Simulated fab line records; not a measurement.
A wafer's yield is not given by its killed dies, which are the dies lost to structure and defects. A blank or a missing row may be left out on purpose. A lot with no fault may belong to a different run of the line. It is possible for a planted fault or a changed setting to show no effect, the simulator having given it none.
One fault seen from 2 desks -- flow berkeley cmos170 -- each desk holds nothing but its own numbers, with what lay behind them at the end

== METROLOGY DESK ==
What the gauges read for every lot (on any tool): the sampled wafers with a number, averaged. If a lot's mean is further than 4 standard deviations from the usual mean, the lot is out of limits and carries the mark OUT (the distance appears in the brackets).
Columns: A = SILICIDE_TI_RS at UCB170_SILICIDE_RS_MEAS_02, usual 26.0 ohm/sq; B = CONTACT_PSG_THK at UCB170_CONTACT_THK_MEAS_02, usual 703 nm; C = CONTACT_OVL at UCB170_CONTACT_OVL_MEAS_16, usual -2 nm
lot,first seen here,A,B,C
L652,day 6 15:02,26.3,703,2
L651,day 6 15:02,26.0,697,-11
L654,day 7 07:19,25.7,706,0
L653,day 7 07:32,25.5,695,-1
L655,day 7 21:18,25.3,697,-5
L659,day 8 21:15,26.1,725,-4
L663,day 9 14:10,25.9,713,-2
L665,day 10 04:10,26.0,694,-6
L668,day 10 06:03,26.3,715,-2
L667,day 10 06:14,25.8,708,-1
L671,day 11 01:15,25.6,719,-5
L670,day 11 01:37,26.2,693,8
L673,day 11 08:43,26.1,690,2
L672,day 11 09:43,26.1,703,1
Finding of this desk: none of the 14 lots has anything out of limits.

== THE TOOL OWNER'S DESK: rie diel-01 ==
The tool's own readings at UCB170_CONTACT_ETCH_17 (etches BARC in N2/H2): means of the sampled wafers that have a number, for each lot that ran on this tool. If a lot's mean is further than 4 standard deviations from the usual mean, the lot is out of limits and carries the mark OUT (the distance appears in the brackets).
Columns: A = chamber pressure mTorr at UCB170_CONTACT_ETCH_17, usual 30.000 mTorr; B = drypump motor current A at UCB170_CONTACT_ETCH_17, usual 5.7 A; C = oes product au at UCB170_CONTACT_ETCH_17, usual 0.999 a.u.; D = throttle valve pct at UCB170_CONTACT_ETCH_17, usual 13.31 %
lot,first seen here,A,B,C,D
L651,day 6 19:40,29.987,5.8,1.035,13.30
L654,day 7 14:38,30.002,5.8,1.023,13.26
L659,day 9 03:13,36.013 (+99 or more) OUT,5.8,1.007,13.22
L663,day 9 19:29,35.995 (+99 or more) OUT,5.7,1.016,13.20
This desk's finding: out of limits on L659, L663; first on L659, day 9 03:13 (chamber pressure mTorr at UCB170_CONTACT_ETCH_17). L651, L654: within limits.

== PUT TOGETHER ==
At day 9 03:13, on L659, L663, the tool owner's desk was in a position to raise an alarm.
From the metrology desk's view, nothing was out of limits.
The metrology desk has L659, L663 on record, within its limits.
On rie diel-01, each named lot ran UCB170_CONTACT_ETCH_17.

== WHAT THE SIMULATOR HAD PUT IN ==
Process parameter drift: rie diel-01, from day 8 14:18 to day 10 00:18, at UCB170_CONTACT_ETCH_17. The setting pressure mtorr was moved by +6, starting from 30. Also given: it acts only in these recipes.
Struck lots among those shown: L659, L663.
Time in hours from fault onset to the first out-of-limits reading at each desk: the tool owner's desk, 13.
